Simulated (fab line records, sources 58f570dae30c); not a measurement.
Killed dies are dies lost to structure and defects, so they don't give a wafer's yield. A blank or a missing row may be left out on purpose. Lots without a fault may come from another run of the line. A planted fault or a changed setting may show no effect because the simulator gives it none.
One fault seen from 2 desks | flow berkeley_cmos170 | each desk has only its own numbers; what lay behind them comes last

THE TOOL OWNER'S DESK: lpcvd-02
The tool's own readings at UCB170_CONTACT_CVD_01 (deposits PSG from SiH4/O2/PH3, target thk 700 nm, time 2820 s): means of the sampled wafers that have a number, for each lot that ran on this tool. A lot is out of limits, marked OUT, if its mean lies more than 4 standard deviations from the usual mean; the brackets give that distance.
Columns: A = ph3_flow_sccm at UCB170_CONTACT_CVD_01, usual 25.02 sccm; B = spike_tc_source_C at UCB170_CONTACT_CVD_01, usual 470 C
lot  | first seen here | A                       | B
L780 | day 6 13:01     | 25.11                   | 468
L781 | day 6 13:01     | 24.94                   | 468
L782 | day 6 13:01     | 25.03                   | 468
L784 | day 7 10:08     | 25.02                   | 478
L783 | day 7 12:32     | 24.95                   | 467
L785 | day 7 14:19     | 24.95                   | 468
L786 | day 7 14:19     | 25.04                   | 468
L787 | day 7 23:43     | 12.51 (-99 or more) OUT | 467
L790 | day 8 15:41     | 12.51 (-99 or more) OUT | 468
L802 | day 11 10:38    | 25.06                   | 467
L801 | day 11 12:25    | 25.06                   | 469
This desk's finding: out of limits on L787, L790; first on L787, day 7 23:43 (ph3_flow_sccm at UCB170_CONTACT_CVD_01). In limits: L780, L781, L782, L784, L783, L785, L786, L802, L801.

THE METROLOGY DESK
What the gauges read, lot by lot, whatever tool the lot ran on: means of the sampled wafers that have a number. A lot is out of limits, marked OUT, if its mean lies more than 4 standard deviations from the usual mean; the brackets give that distance.
Columns: A = cd_nm at UCB170_PSD_CD_MEAS_06, usual 1200.5 nm; B = SILICIDE_TI_RS at UCB170_SILICIDE_RS_MEAS_02, usual 26.23 ohm/sq; C = CONTACT_PSG_THK at UCB170_CONTACT_THK_MEAS_02, usual 706 nm
lot  | first seen here | A      | B     | C
L781 | day 6 07:58     | 1200.3 | 26.41 | 703
L782 | day 6 08:11     | 1202.8 | 26.26 | 703
L780 | day 6 08:28     | 1199.8 | 26.11 | 709
L784 | day 7 02:25     | 1200.9 | 25.87 | 710
L783 | day 7 08:18     | 1200.1 | 25.84 | 714
L785 | day 7 08:34     | 1199.4 | 26.50 | 717
L786 | day 7 08:52     | 1201.3 | 26.03 | 715
L787 | day 7 17:35     | 1200.9 | 26.44 | 651 (-7.8) OUT
L790 | day 8 11:14     | 1203.1 | 26.20 | 659 (-6.7) OUT
L788 | day 8 11:46     | 1201.6 | 25.98 | 707
L800 | day 10 12:10    | 1200.1 | 26.33 | 701
L802 | day 11 03:49    | 1196.7 | 26.20 | 708
L801 | day 11 04:02    | 1202.2 | 26.51 | 718
L803 | day 11 04:08    | 1200.3 | 26.29 | 693
This desk's finding: out of limits on L787, L790; first on L787, day 8 01:29 (CONTACT_PSG_THK at UCB170_CONTACT_THK_MEAS_02). In limits: L781, L782, L780, L784, L783, L785, L786, L788, L800, L802, L801, L803.

PUT TOGETHER
The tool owner's desk could have raised an alarm at day 7 23:43, on L787, L790.
The metrology desk could have raised an alarm at day 8 01:29, on L787, L790.
Of the lots named, all ran UCB170_CONTACT_CVD_01 on lpcvd-02.

WHAT THE SIMULATOR HAD PUT IN
Process parameter drift: lpcvd-02, from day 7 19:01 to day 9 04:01, at UCB170_CONTACT_CVD_01. Setting ph3_flow_sccm, moved by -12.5, from 25.
Lots struck among those shown: L787, L790.
Hours from the fault's start to each desk's first reading out of limits: the tool owner's desk, 5; the metrology desk, 6.
